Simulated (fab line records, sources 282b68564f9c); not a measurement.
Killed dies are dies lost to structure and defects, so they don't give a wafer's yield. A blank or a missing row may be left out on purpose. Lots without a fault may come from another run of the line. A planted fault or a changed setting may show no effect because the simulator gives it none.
Split-lot experiment | flow rit_cmos | 5 lots, 27 wafers read, on a route of 202 steps

THE SPLIT
At RIT_SILICIDE_RTA_06 (time 10 s, ramp up 5 s, ramp down 10 s), the setting time_s was moved away from the recipe's 10 s on 6 of the 27 wafers read, by -57.7% to -44.4%. The other wafers ran this setting at the recipe's value.

FROM THE SPLIT TO THE READING: what the file shows between them, 5 steps
- RIT_M1_METAL_ETCH_12: etches Al in Cl2/BCl3, stops on SiO2, time 165 s, target depth 600 nm (also split here: target_depth_a)
- RIT_M1_STRIP_13: strips in nmp, time 600 s
- RIT_M1_STRIP_14: strips in O2, time 180 s
- RIT_M1_CD_MEAS_90: target cd 2600 nm
- RIT_M1_ANNEAL_15: time 1800 s

THE READING
etest.contact_npoly.rc_ohm (the simulator's own value, which no gauge read), at RIT_M1_PROBE_99. The file gives no usual value for it. The 21 wafers here that ran the recipe average 1.386, standard deviation 0.028.

wafer  | tool, chamber at the split | time_s as run, s | against the recipe | etest.contact_npoly.rc_ohm | against lot-mates on the recipe
L076.1 | rtp_anneal-01, 0           | 10               | recipe             | 1.37                       | -
L076.2 | rtp_anneal-01, 0           | 10               | recipe             | 1.38                       | -
L076.3 | rtp_anneal-01, 0           | 10               | recipe             | 1.383                      | -
L076.4 | rtp_anneal-01, 0           | 10               | recipe             | 1.432                      | -
L076.5 | rtp_anneal-01, 0           | 10               | recipe             | 1.301                      | -
L076.6 | rtp_anneal-01, 0           | 10               | recipe             | 1.398                      | -
L078.1 | rtp_anneal-01, 0           | 10               | recipe             | 1.396                      | -
L078.2 | rtp_anneal-01, 0           | 10               | recipe             | 1.368                      | -
L078.3 | rtp_anneal-01, 0           | 4.231            | -57.7%             | 1.994                      | +0.607
L078.4 | rtp_anneal-01, 0           | 10               | recipe             | 1.397                      | -
L078.5 | rtp_anneal-01, 0           | 4.231            | -57.7%             | 2.049                      | +0.662
L078.6 | rtp_anneal-01, 0           | 4.231            | -57.7%             | 1.974                      | +0.587
L082.1 | rtp_anneal-01, 0           | 10               | recipe             | 1.393                      | -
L082.2 | rtp_anneal-01, 0           | 10               | recipe             | 1.34                       | -
L082.3 | rtp_anneal-01, 0           | 10               | recipe             | 1.365                      | -
L082.4 | rtp_anneal-01, 0           | 10               | recipe             | 1.397                      | -
L082.5 | rtp_anneal-01, 0           | 10               | recipe             | 1.371                      | -
L082.6 | rtp_anneal-01, 0           | 10               | recipe             | 1.421                      | -
L084.3 | rtp_anneal-01, 0           | 10               | recipe             | 1.393                      | -
L084.4 | rtp_anneal-01, 0           | 10               | recipe             | 1.397                      | -
L084.5 | rtp_anneal-01, 0           | 10               | recipe             | 1.397                      | -
L085.1 | rtp_anneal-02, 0           | 5.556            | -44.4%             | 1.688                      | +0.288
L085.2 | rtp_anneal-02, 0           | 5.556            | -44.4%             | 1.763                      | +0.363
L085.3 | rtp_anneal-02, 0           | 5.556            | -44.4%             | 1.735                      | +0.335
L085.4 | rtp_anneal-02, 0           | 10               | recipe             | 1.425                      | -
L085.5 | rtp_anneal-02, 0           | 10               | recipe             | 1.389                      | -
L085.6 | rtp_anneal-02, 0           | 10               | recipe             | 1.385                      | -

THE FIT
A straight line over all 27 wafers: etest.contact_npoly.rc_ohm changes by -0.00967 for each +1% of time_s; r = -0.98; the points scatter about the line by 0.047.
The same after taking each lot's own level away (the mean of its wafers on the recipe; 27 wafers): -0.00955 for each +1%; r = -0.97; scatter 0.05.
On that fit, the largest move of time_s shifts the reading by 0.55.
The lots' own levels span 1.3773 to 1.3997, that is 0.8 times the standard deviation above.
So the lot-to-lot level changes the slope little: the two slopes agree.
Check: with one of the wafers moved furthest among these (-57.7%) left out of the fit, the line predicts +0.532 for it against its lot-mates. It came out at +0.607 against them.

OTHER SPLITS ON THESE WAFERS
These wafers also went through other splits before the reading. Each is held against what the fit with the lots' levels taken away leaves over:
other split on the same wafers      | wafers away from the commonest value | r with etest.contact_npoly.rc_ohm (lot level and that fit taken away)
RIT_M1_METAL_ETCH_12 target_depth_a | 9                                    | +0.08

THE WHOLE CHAIN: every reading that the file lists as answering this split, in the file's order
step            | what it does | reading                                                                      | change (the file's fit)              | r (the file's)
RIT_M1_PROBE_99 |              | etest.npoly_sal.rs_ohm_sq (the simulator's own value, which no gauge read)   | -0.0363 for each +1% of the setting  | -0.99
RIT_M1_PROBE_99 |              | etest.ppoly_sal.rs_ohm_sq (the simulator's own value, which no gauge read)   | -0.036 for each +1% of the setting   | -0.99
RIT_M1_PROBE_99 |              | etest.pplus_sal.rs_ohm_sq (the simulator's own value, which no gauge read)   | -0.0358 for each +1% of the setting  | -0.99
RIT_M1_PROBE_99 |              | etest.nplus_sal.rs_ohm_sq (the simulator's own value, which no gauge read)   | -0.0359 for each +1% of the setting  | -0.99
RIT_M1_PROBE_99 |              | etest.pplus_sal.line_ohm_um (the simulator's own value, which no gauge read) | -0.0104 for each +1% of the setting  | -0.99
RIT_M1_PROBE_99 |              | etest.nplus_sal.line_ohm_um (the simulator's own value, which no gauge read) | -0.0102 for each +1% of the setting  | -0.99
RIT_M1_PROBE_99 |              | etest.contact_ppoly.rc_ohm (the simulator's own value, which no gauge read)  | -0.0102 for each +1% of the setting  | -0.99
RIT_M1_PROBE_99 |              | etest.contact_npoly.rc_ohm (the simulator's own value, which no gauge read)  | -0.00949 for each +1% of the setting | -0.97

THE FILE'S OWN FIT
etest.contact_npoly.rc_ohm changes by -0.00949 for each +1% of time_s, r = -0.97.
